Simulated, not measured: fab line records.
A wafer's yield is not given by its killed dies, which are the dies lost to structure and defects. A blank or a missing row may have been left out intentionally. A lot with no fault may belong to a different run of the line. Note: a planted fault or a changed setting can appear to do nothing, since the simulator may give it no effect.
Which tool was responsible? | flow berkeleyCmos170 | 14 lots, 42 wafers sampled, at 4 steps of a route of 331

== WHAT THE GAUGES SHOWED, per wafer ==
UCB170_V1_CD_MEAS_12: the cd target is 700 nm. Usual: cdNm at 700.1 nm, with a standard deviation of 1.5.
lot  | measured     | on       | cdNm (nm)                           | flag
L292 | day 7 07:32  | cdSem-01 | 698.8 698.9 700.3                   | 
L291 | day 7 11:01  | cdSem-01 | 702.6 702.6 703.0                   | 
L293 | day 7 21:22  | cdSem-01 | 698.7 696.9 696.6                   | 
L296 | day 8 04:41  | cdSem-01 | 699.6 696.9 700.0                   | 
L295 | day 8 06:49  | cdSem-01 | 698.7 698.2 699.4                   | 
L294 | day 8 07:00  | cdSem-02 | 700.0 698.1 698.7                   | 
L300 | day 9 16:10  | cdSem-02 | 700.7 700.2 700.6                   | 
L298 | day 9 15:47  | cdSem-01 | 702.4 701.3 702.5                   | 
L305 | day 10 17:07 | cdSem-02 | 699.1 698.9 699.2                   | 
L307 | day 10 16:52 | cdSem-01 | 700.3 700.3 700.1                   | 
L303 | day 10 21:40 | cdSem-01 | 701.3 701.3 701.5                   | 
L311 | day 11 21:46 | cdSem-02 | 691.3 694.6 693.1 691.5 694.9 692.9 | OFF
L308 | day 11 20:55 | cdSem-02 | 701.3 699.6 699.7                   | 
L309 | day 11 20:46 | cdSem-02 | 693.3 693.0 693.3 693.3 693.2 693.5 | OFF

== WHICH TOOL RAN EACH LOT (tool, then ch and the chambers of the sampled wafers, then the start) ==
lot  | UCB170_CONTACT_ETCH_17            | UCB170_M1_STRIP_13                  | UCB170_V1_PEB_10
L292 | rieDiel-02 ch 1,2,3, day 6 23:47  | plasmaAsher-02 ch 0,1, day 7 02:27  | lithoTrack-02 ch 0, day 7 07:16
L291 | rieDiel-03 ch 1,2,3, day 7 01:42  | plasmaAsher-01 ch 0, day 7 04:24    | lithoTrack-03 ch 0, day 7 10:44
L293 | rieDiel-02 ch 0,1, day 7 11:42    | plasmaAsher-02 ch 0,1, day 7 13:49  | lithoTrack-02 ch 0, day 7 21:05
L296 | rieDiel-04 ch 1,2,3, day 7 16:31  | plasmaAsher-04 ch 0,1, day 7 19:17  | lithoTrack-02 ch 0, day 8 04:26
L295 | rieDiel-02 ch 0,2,3, day 7 18:12  | plasmaAsher-01 ch 0,1, day 7 22:44  | lithoTrack-03 ch 0, day 8 06:33
L294 | rieDiel-04 ch 0,1,3, day 7 18:19  | plasmaAsher-04 ch 1, day 7 22:50    | lithoTrack-02 ch 0, day 8 06:41
L300 | rieDiel-02 ch 0,2, day 9 02:47    | plasmaAsher-01 ch 0,1, day 9 06:51  | lithoTrack-01 ch 0, day 9 15:54
L298 | rieDiel-03 ch 0,2,3, day 9 02:59  | plasmaAsher-01 ch 0,1, day 9 07:17  | lithoTrack-03 ch 0, day 9 15:31
L305 | rieDiel-02 ch 0,2,3, day 10 07:42 | plasmaAsher-04 ch 1, day 10 09:41   | lithoTrack-03 ch 0, day 10 16:50
L307 | rieDiel-04 ch 0,1,3, day 10 09:43 | plasmaAsher-04 ch 0,1, day 10 11:44 | lithoTrack-03 ch 0, day 10 16:35
L303 | rieDiel-04 ch 1,2,3, day 10 11:47 | plasmaAsher-04 ch 0,1, day 10 14:01 | lithoTrack-01 ch 0, day 10 21:23
L311 | rieDiel-02 ch 2,3, day 11 11:36   | plasmaAsher-02 ch 0,1, day 11 14:14 | lithoTrack-03 ch 0, day 11 21:27
L308 | rieDiel-03 ch 0,3, day 11 11:50   | plasmaAsher-04 ch 0,1, day 11 14:23 | lithoTrack-01 ch 0, day 11 20:40
L309 | rieDiel-02 ch 0,1,3, day 11 13:08 | plasmaAsher-04 ch 0,1, day 11 15:08 | lithoTrack-03 ch 0, day 11 20:30
- UCB170_CONTACT_ETCH_17: etches BARC in N2/H2.
- UCB170_M1_STRIP_13: strips in O2.
- UCB170_V1_PEB_10

== AS READ BY THE TOOLS THEMSELVES (means over the sampled wafers that have a number; for cases with no such wafer, the mark the record gives instead) ==
UCB170_CONTACT_ETCH_17. Usual: drypumpMotorCurrentA 5.6 A, standard deviation 0.39; oesProductAu 0.995 a.u., standard deviation 0.029; throttleValvePct 13.29 %, standard deviation 0.2.
lot  | tool       | drypumpMotorCurrentA (A) | oesProductAu (a.u.) | throttleValvePct (%) | flag
L292 | rieDiel-02 | 5.8                      | 1.001               | 13.28                | 
L291 | rieDiel-03 | 5.3                      | 1.009               | 13.39                | 
L293 | rieDiel-02 | 5.3                      | 0.961               | 13.31                | 
L296 | rieDiel-04 | 5.4                      | 1.014               | 13.14                | 
L295 | rieDiel-02 | 5.8                      | 1.000               | 13.25                | 
L294 | rieDiel-04 | 5.5                      | 1.000               | 13.17                | 
L300 | rieDiel-02 | 5.8                      | 1.002               | 13.31                | 
L298 | rieDiel-03 | 5.4                      | 0.969               | 13.52                | 
L305 | rieDiel-02 | 5.7                      | 0.991               | 13.27                | 
L307 | rieDiel-04 | 5.5                      | 0.985               | 13.18                | 
L303 | rieDiel-04 | 5.4                      | 0.995               | 13.13                | 
L311 | rieDiel-02 | 6.0                      | 1.021               | 13.24                | 
L308 | rieDiel-03 | 5.4                      | 0.967               | 13.54                | 
L309 | rieDiel-02 | 5.5                      | 0.989               | 13.27                | 

UCB170_M1_STRIP_13. Usual: drypumpMotorCurrentA 5.5 A, standard deviation 0.5; oesProductAu 0.720 a.u., standard deviation 0.0047.
lot  | tool           | drypumpMotorCurrentA (A) | oesProductAu (a.u.) | flag
L292 | plasmaAsher-02 | 5.7                      | 0.720               | 
L291 | plasmaAsher-01 | 6.6                      | 0.715               | 
L293 | plasmaAsher-02 | 5.6                      | 0.719               | 
L296 | plasmaAsher-04 | 5.2                      | 0.716               | 
L295 | plasmaAsher-01 | 6.1                      | 0.720               | 
L294 | plasmaAsher-04 | 5.1                      | 0.717               | 
L300 | plasmaAsher-01 | 6.4                      | 0.719               | 
L298 | plasmaAsher-01 | 6.1                      | 0.716               | 
L305 | plasmaAsher-04 | 5.1                      | 0.722               | 
L307 | plasmaAsher-04 | 5.1                      | 0.717               | 
L303 | plasmaAsher-04 | 5.2                      | 0.723               | 
L311 | plasmaAsher-02 | 5.7                      | 0.719               | 
L308 | plasmaAsher-04 | 5.1                      | 0.718               | 
L309 | plasmaAsher-04 | 5.2                      | 0.720               | 

UCB170_V1_PEB_10. Usual: chillPlateTempC 22.97 C, standard deviation 0.1; heaterPowerTotalW 56.80 W, standard deviation 0.04; plateTempC 130.01 C, standard deviation 0.15; resistLineTempC 23.00 C, standard deviation 0.1.
lot  | tool          | chillPlateTempC (C) | heaterPowerTotalW (W) | plateTempC (C) | resistLineTempC (C) | flag
L292 | lithoTrack-02 | 23.02               | 56.82                 | 130.00         | 22.97               | 
L291 | lithoTrack-03 | 22.95               | 56.79                 | 129.99         | 23.01               | 
L293 | lithoTrack-02 | 23.08               | 56.82                 | 129.82         | 23.03               | 
L296 | lithoTrack-02 | 22.91               | 56.80                 | 129.99         | 23.01               | 
L295 | lithoTrack-03 | 23.08               | 56.79                 | 129.94         | 23.02               | 
L294 | lithoTrack-02 | 22.90               | 56.82                 | 129.88         | 23.12               | 
L300 | lithoTrack-01 | 22.90               | 56.76                 | 130.11         | 22.95               | 
L298 | lithoTrack-03 | 22.89               | 56.79                 | 129.91         | 22.99               | 
L305 | lithoTrack-03 | 22.87               | 56.81                 | 129.80         | 23.04               | 
L307 | lithoTrack-03 | 22.98               | 56.80                 | 130.18         | 22.96               | 
L303 | lithoTrack-01 | 22.91               | 56.76                 | 129.88         | 22.97               | 
L311 | lithoTrack-03 | 22.83               | 58.72                 | -              | 22.95               | OFF
L308 | lithoTrack-01 | 23.08               | 56.75                 | 130.04         | 23.08               | 
L309 | lithoTrack-03 | 22.85               | 58.76                 | -              | 23.06               | OFF

== THE ANSWER, worked out from the rows above alone ==
Rule: a lot counts as off when the mean over its wafers that have a number is more than 3 standard deviations away from the usual mean. A lot without any number at a reading at which 4 lots or more have one is off too. The other lots that the step has rows for count as sound. The gauges are gone through in route order, then the tools' own readings, and for those a lot's mean is taken as printed above. The first step at which some lot is off is used, and at that step the reading that is off furthest; a lot without a number counts as furthest.
Off, at UCB170_V1_CD_MEAS_12 on cdNm: L311, L309.
A tool fits if, at a process step before that reading, it ran every lot that is off, and no sound lot after the first of them. Not tried: the gauges at UCB170_V1_CD_MEAS_12; whatever is off there is also off at UCB170_V1_PEB_10, on other tools, and gauge error can't account for it. 2 tools fit, rieDiel-02 at UCB170_CONTACT_ETCH_17 and lithoTrack-03 at UCB170_V1_PEB_10, so this cannot tell which one it is.

== WHAT THE SIMULATOR HAD INSERTED ==
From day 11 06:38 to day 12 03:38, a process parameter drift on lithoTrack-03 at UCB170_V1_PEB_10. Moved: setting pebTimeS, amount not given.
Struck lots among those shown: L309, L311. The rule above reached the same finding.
